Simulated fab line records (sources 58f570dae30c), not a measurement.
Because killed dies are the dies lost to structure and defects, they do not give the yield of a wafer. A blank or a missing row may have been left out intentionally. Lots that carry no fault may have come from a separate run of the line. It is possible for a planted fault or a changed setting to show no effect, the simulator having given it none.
Which tool is to blame? | flow berkeley cmos170 | 39 wafers sampled from 13 lots at 1 step of a route of 331

== WHAT THE GAUGES SHOWED, per wafer ==
UCB170_PFIELD_TW_MEAS_09.
lot  | measured    | on            | PFIELD_TW
L561 | day 5 11:42 | film metro-01 | 596 599 596
L562 | day 5 11:59 | film metro-03 | 592 591 590
L564 | day 5 18:36 | film metro-03 | 589 592 592
L565 | day 6 01:28 | film metro-04 | 609 607 608
L566 | day 6 02:01 | film metro-04 | 610 612 615
L569 | day 6 21:02 | film metro-03 | 594 593 596
L570 | day 6 21:52 | film metro-01 | 598 596 595
L572 | day 7 06:07 | film metro-04 | 604 606 608
L571 | day 7 06:13 | film metro-03 | 589 589 590
L575 | day 8 01:58 | film metro-03 | 592 592 595
L573 | day 8 02:13 | film metro-01 | 598 603 598
L580 | day 9 02:56 | film metro-04 | 611 609 602
L582 | day 9 15:51 | film metro-04 | 605 612 609

== EACH LOT AND THE TOOL THAT RAN IT (in order: tool; ch and the chambers of the sampled wafers; start) ==
There is no process step in the record ahead of these readings.

== AS READ BY THE TOOLS THEMSELVES (means over the sampled wafers that have a number; for cases with no such wafer, the mark the record gives instead) ==
The record holds no such reading with a usual standard deviation.

== THE ANSWER, worked out from the rows above alone ==
Rule: what is usual is taken from the lots themselves. The widest of any qualifying gaps counts: lots, ordered by their means at a reading, are off when they make up no more than a third of the lots, leave a main group of 4 or more, and stand apart from it by 3 or more times the standard deviation of that group's means. If all means in a main group match to the digits the tables above print for the reading, that group is not used. Also off: a lot with no number at a reading for which 4 or more lots have one. All remaining lots with rows at the step are treated as sound. Order of review: gauges by route order, followed by the tools' own readings, for which a lot's mean as printed above is used. At the first step where some lot is off, the reading lying furthest off is the one used; lots without a number count as furthest.
Nothing can be told from this: no lot is off at any reading shown.

== WHAT WAS PUT IN BY THE SIMULATOR ==
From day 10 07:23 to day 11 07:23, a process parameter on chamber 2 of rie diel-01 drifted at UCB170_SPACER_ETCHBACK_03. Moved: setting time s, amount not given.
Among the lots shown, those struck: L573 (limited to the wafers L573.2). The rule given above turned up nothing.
